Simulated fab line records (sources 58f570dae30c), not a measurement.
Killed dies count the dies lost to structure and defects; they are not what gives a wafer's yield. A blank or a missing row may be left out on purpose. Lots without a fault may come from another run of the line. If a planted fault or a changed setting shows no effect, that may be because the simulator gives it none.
2 desks looking at one fault / flow berkeley-cmos170 / every desk sees just its own numbers, and what lay behind them comes last

== THE METROLOGY DESK ==
Means of the sampled wafers that have a number, per lot and without regard to the tool the lot ran on: this is what the gauges read. Any lot whose mean is over 4 standard deviations away from the usual mean is out of limits and marked OUT; that distance is given in the brackets.
Columns: A = PWELL_OVL at UCB170_PWELL_OVL_MEAS_13, usual 3 nm; B = ACTIVE_OVL at UCB170_ACTIVE_OVL_MEAS_14, usual -2 nm
lot=L823; first seen here=day 3 17:13; A=5; B=-1
lot=L824; first seen here=day 4 02:34; A=8; B=-8
lot=L827; first seen here=day 4 09:09; A=3; B=1
lot=L828; first seen here=day 4 19:04; A=-2; B=5
lot=L830; first seen here=day 5 04:25; A=-1; B=-3
lot=L832; first seen here=day 5 12:24; A=5; B=4
lot=L836; first seen here=day 6 10:19; A=3; B=-8
lot=L838; first seen here=day 6 19:11; A=6; B=-3
lot=L840; first seen here=day 6 22:55; A=-4; B=-8
lot=L839; first seen here=day 6 23:11; A=0; B=-4
lot=L841; first seen here=day 7 12:38; A=10; B=7
lot=L844; first seen here=day 7 23:13; A=11; B=-5
lot=L842; first seen here=day 7 23:29; A=-12; B=4
lot=L845; first seen here=day 8 03:40; A=0; B=1
Result from this desk: across the 14 lots, nothing is out of limits.

== AT THE TOOL OWNER'S DESK: rie-diel-02 ==
The tool's own readings at UCB170_ACTIVE_ETCH_15 (etches Si3N4 in CH3F/Ar/O2, stops on SiO2, target depth 242 nm, time 151 s): means of the sampled wafers that have a number, for each lot that ran on this tool. Any lot whose mean is over 4 standard deviations away from the usual mean is out of limits and marked OUT; that distance is given in the brackets.
Columns: A = drypump-motor-current-A at UCB170_ACTIVE_ETCH_15, usual 5.6 A; B = oes-product-au at UCB170_ACTIVE_ETCH_15, usual 0.938 a.u.; C = rf-fwd-power-W at UCB170_ACTIVE_ETCH_15, usual 448.2 W; D = throttle-valve-pct at UCB170_ACTIVE_ETCH_15, usual 8.03 %
lot=L827; first seen here=day 6 00:02; A=6.3; B=0.936; C=449.4; D=7.88
lot=L828; first seen here=day 6 09:06; A=6.4; B=0.945; C=447.2; D=7.82
lot=L832; first seen here=day 7 01:13; A=5.6; B=0.884; C=327.3 (-86) OUT; D=8.09
lot=L836; first seen here=day 7 21:59; A=6.0; B=0.911; C=386.6 (-44) OUT; D=7.99
This desk's finding: out of limits on L832, L836; first on L832, day 7 01:13 (rf-fwd-power-W at UCB170_ACTIVE_ETCH_15). Within limits: L827, L828.

== TAKEN TOGETHER ==
On L832, L836, at day 7 01:13, an alarm was possible from the tool owner's desk.
Nothing out of limits was seen by the metrology desk.
The metrology desk holds a record of L832, L836, inside its limits.
All the named lots went through UCB170_ACTIVE_ETCH_15 on rie-diel-02.

== WHAT THE SIMULATOR PUT IN ==
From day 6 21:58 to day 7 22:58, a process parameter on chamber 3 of rie-diel-02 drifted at UCB170_ACTIVE_ETCH_15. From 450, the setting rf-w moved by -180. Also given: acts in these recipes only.
Lots struck among those shown: L832, L836.
Hours from the fault's start to each desk's first reading out of limits: the tool owner's desk, 3.
